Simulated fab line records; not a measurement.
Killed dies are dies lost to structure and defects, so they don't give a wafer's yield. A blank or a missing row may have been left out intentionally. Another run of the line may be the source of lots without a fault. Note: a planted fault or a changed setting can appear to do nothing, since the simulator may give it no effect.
Struck lot and sound lot, side by side    flow rit-cmos    15 out of 202 route steps
Sound: the wafers L440.2, L440.4, L440.5. Struck: wafers L454.1, L454.3, L454.5. At the end, the cause is stated.
At each step with rows: each side's tool, then ch and its chambers, then its first start. Under that, the readings that differ: sound wafers    struck wafers    difference of the means    sigmas: that difference in standard deviations of wafers without a fault.
alike: readings whose means differ by less than 2 such deviations, and words and numbers that are the same on both sides. not compared: withheld readings, readings that some wafer has no value for, bounds like >300 that may hide the same value, and numbers for which the record gives no deviation and whose values overlap.
A row with sigmas, a row that says differs or no value, or rows on one side alone: a step with any of these is where the two part. Numbers that don't overlap but have no deviation are shown without sigmas and don't part them. A reading that every wafer of one side lacks parts them only if that side has two wafers or more.

RIT_M1_SPUTTER_00: material Al, target thk 400 nm, time 488.3 s.
  sound on pvd-sputter-02 at day 5 03:04; struck on pvd-sputter-03 at day 7 23:40
reading                 sound           struck          difference  sigmas
throttle-valve-pct (%)  28.7 28.2 28.3  31.9 29.4 32.1  +2.7        +2
RIT_M1_RS_MEAS_01: a four-point-probe measurement.
  sound on film-metro-04 at day 5 03:23; struck on film-metro-02 at day 7 23:58
  alike: M1_AL_RS
RIT_M1_THK_MEAS_02: measures by xrf.
  sound on film-metro-04 at day 5 03:29; struck on film-metro-02 at day 8 00:05
  alike: M1_AL_THK
then, 6 steps without rows for these wafers: RIT_M1_HMDS_03 (prime time 60 s); RIT_M1_COAT_04 (resist thk 1300 nm); RIT_M1_SOFTBAKE_05 (time 60 s); RIT_M1_EXPOSE_06 (exposes mask M12, target cd 2600 nm); RIT_M1_PEB_07; RIT_M1_DEVELOP_08 (develop time 70.99 s).
RIT_M1_CD_MEAS_09 targets a cd of 2600 nm.
  sound on cd-sem-01 at day 5 04:26; struck on cd-sem-01 at day 8 01:08
  alike: cd-nm
RIT_M1_OVL_MEAS_10:
  sound on overlay-02 at day 5 04:32; struck on overlay-01 at day 8 01:16
reading      sound           struck       difference  sigmas
M1_OVL (nm)  -2.3 -2.2 -1.8  2.3 1.6 0.2  +3.5        +3
then, 1 step without rows for these wafers: RIT_M1_HARDBAKE_11 (time 120 s).
RIT_M1_METAL_ETCH_12: etches Al in Cl2/BCl3, stops on SiO2, time 165 s, target depth 600 nm.
  sound on rie-metal-01 ch 0,1, day 5 04:55; struck on rie-metal-03 ch 0,1, day 8 01:33
reading                                  sound              struck             difference  sigmas
rf-fwd-power-W (W)                       248.6 248.7 248.4  218.9 218.7 219.3  -29.6       -37
model.NOVOLAK_of_M1_COAT_04.thk-nm (nm)  818.9 815.2 815.4  851.2 856.9 829.5  +29.4       
  alike: drypump-motor-current-A, oes-product-au, throttle-valve-pct
  not compared: rf-hours-counter-h
then, 1 step without rows for these wafers: RIT_M1_STRIP_13 (strips in nmp, time 600 s).
RIT_M1_PROBE_99:
  sound on prober-02 at day 5 07:16; struck on prober-02 at day 8 03:49
  alike: defect-limited-yield, killed-at-front-end, killed-dies, killed-open, killed-short, sort_bin_3_pad_short, sort_bin_5_function, sort_bin_6_memory, sort-n-pass, sort-yield-pct
  not compared: model.etest.antenna-m1.vt-shift-v

## WHERE THEY PART
Earliest at RIT_M1_SPUTTER_00; latest, in this record, at RIT_M1_METAL_ETCH_12. Later steps at which nothing parts them and some readings are alike: RIT_M1_PROBE_99.

WHY: what the simulator had put in
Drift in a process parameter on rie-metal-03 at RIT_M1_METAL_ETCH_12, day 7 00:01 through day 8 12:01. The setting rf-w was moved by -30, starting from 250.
